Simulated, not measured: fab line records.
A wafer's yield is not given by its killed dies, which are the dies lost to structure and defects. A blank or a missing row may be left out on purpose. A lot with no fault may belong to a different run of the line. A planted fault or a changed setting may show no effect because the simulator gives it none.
Shared-tool check	flow rit cmos	14 lots, 48 wafers sampled

WHY THIS WAS OPENED
At RIT_PSD_TW_MEAS_10 the reading PSD_TW is flagged on 2 of 14 lots. Wafers without a fault read 3404, standard deviation 19.
Rule: a lot is flagged in two cases, either no wafer of it has a number, or all its wafers with numbers fall more than 4 standard deviations from that mean. As for the other lots, they are considered sound.

lot	measured	on	PSD_TW, wafer by wafer	flag
L426	day 3 08:28	film metro-03	3403 3404 3414	
L427	day 3 20:16	film metro-01	3407 3420 3420	
L431	day 4 15:32	film metro-03	3415 3411 3409	
L434	day 5 05:26	film metro-01	30 30 30 30 30 30	FLAGGED
L435	day 5 11:10	film metro-03	30 30 30 30 30 30	FLAGGED
L438	day 5 23:08	film metro-04	3407 3384 3391	
L440	day 6 04:48	film metro-04	3413 3386 3397	
L441	day 6 12:50	film metro-04	3403 3393 3401	
L444	day 6 23:34	film metro-03	3388 3388 3375	
L445	day 7 03:51	film metro-03	3411 3438 3416	
L446	day 7 11:31	film metro-01	3407 3418 3399	
L447	day 7 19:35	film metro-01	3421 3391 3412	
L448	day 8 04:54	film metro-03	3432 3410 3414	
L449	day 8 05:58	film metro-03	3427 3422 3412	
The numbers of the flagged lots are 30 on average: -3374 against the usual, or -99 or more standard deviations.

EACH LOT AND THE TOOL IT RAN ON
Before the reading, the record contains 2 process steps out of a 202-step route. Cell contents, in order: the tool; ch with the chambers the sampled wafers went through; the start.
lot	flag	RIT_ACTIVE_STRIP_14	RIT_NSD_STRIP_09
L426		plasma asher-01 ch 0,1, day 1 15:20	plasma asher-02 ch 0,1, day 3 06:44
L427		plasma asher-02 ch 0,1, day 1 21:25	plasma asher-01 ch 0,1, day 3 18:31
L431		plasma asher-02 ch 0,1, day 2 16:43	plasma asher-01 ch 0,1, day 4 13:41
L434	FLAGGED	plasma asher-03 ch 1, day 3 08:41	plasma asher-01 ch 0,1, day 5 03:20
L435	FLAGGED	plasma asher-02 ch 0,1, day 3 15:40	plasma asher-02 ch 0, day 5 09:14
L438		plasma asher-03 ch 0,1, day 4 06:59	plasma asher-02 ch 0,1, day 5 21:17
L440		plasma asher-02 ch 0, day 4 12:54	plasma asher-01 ch 0,1, day 6 03:08
L441		plasma asher-01 ch 0,1, day 4 19:07	plasma asher-01 ch 0,1, day 6 11:16
L444		plasma asher-03 ch 0,1, day 5 10:00	plasma asher-03 ch 0,1, day 6 21:58
L445		plasma asher-02 ch 0,1, day 5 14:52	plasma asher-02 ch 0,1, day 7 02:16
L446		plasma asher-02 ch 0,1, day 5 19:13	plasma asher-03 ch 0,1, day 7 09:55
L447		plasma asher-02 ch 0,1, day 6 01:11	plasma asher-01 ch 0,1, day 7 18:01
L448		plasma asher-02 ch 0,1, day 6 07:48	plasma asher-01 ch 0,1, day 8 03:10
L449		plasma asher-02 ch 0,1, day 6 10:55	plasma asher-02 ch 0,1, day 8 04:14
What is done by these steps:
- RIT_ACTIVE_STRIP_14: strips in O2, time 180 s.
- RIT_NSD_STRIP_09: strips in O2, time 180 s.
- RIT_PSD_TW_MEAS_10

FLAGGED OVER TOTAL, TOOL BY TOOL (the gauges that took the reading come last)
step	tool	lots run	flagged	share of the flagged lots	sound lots run after its first flagged lot
RIT_ACTIVE_STRIP_14	plasma asher-01	2	0	none	-
RIT_ACTIVE_STRIP_14	plasma asher-02	9	1	some	6 (L440,L445,L446,L447,L448,L449)
RIT_ACTIVE_STRIP_14	plasma asher-03	3	1	some	2 (L438,L444)
RIT_NSD_STRIP_09	plasma asher-01	7	1	some	4 (L440,L441,L447,L448)
RIT_NSD_STRIP_09	plasma asher-02	5	1	some	3 (L438,L445,L449)
RIT_NSD_STRIP_09	plasma asher-03	2	0	none	-
RIT_PSD_TW_MEAS_10	film metro-01	4	1	some	2 (L446,L447)
RIT_PSD_TW_MEAS_10	film metro-03	7	1	some	4 (L444,L445,L448,L449)
RIT_PSD_TW_MEAS_10	film metro-04	3	0	none	-

THE TABLE: WHAT IT ALLOWS
No row of the table ran every flagged lot.

WHAT THE SIMULATOR PUT IN
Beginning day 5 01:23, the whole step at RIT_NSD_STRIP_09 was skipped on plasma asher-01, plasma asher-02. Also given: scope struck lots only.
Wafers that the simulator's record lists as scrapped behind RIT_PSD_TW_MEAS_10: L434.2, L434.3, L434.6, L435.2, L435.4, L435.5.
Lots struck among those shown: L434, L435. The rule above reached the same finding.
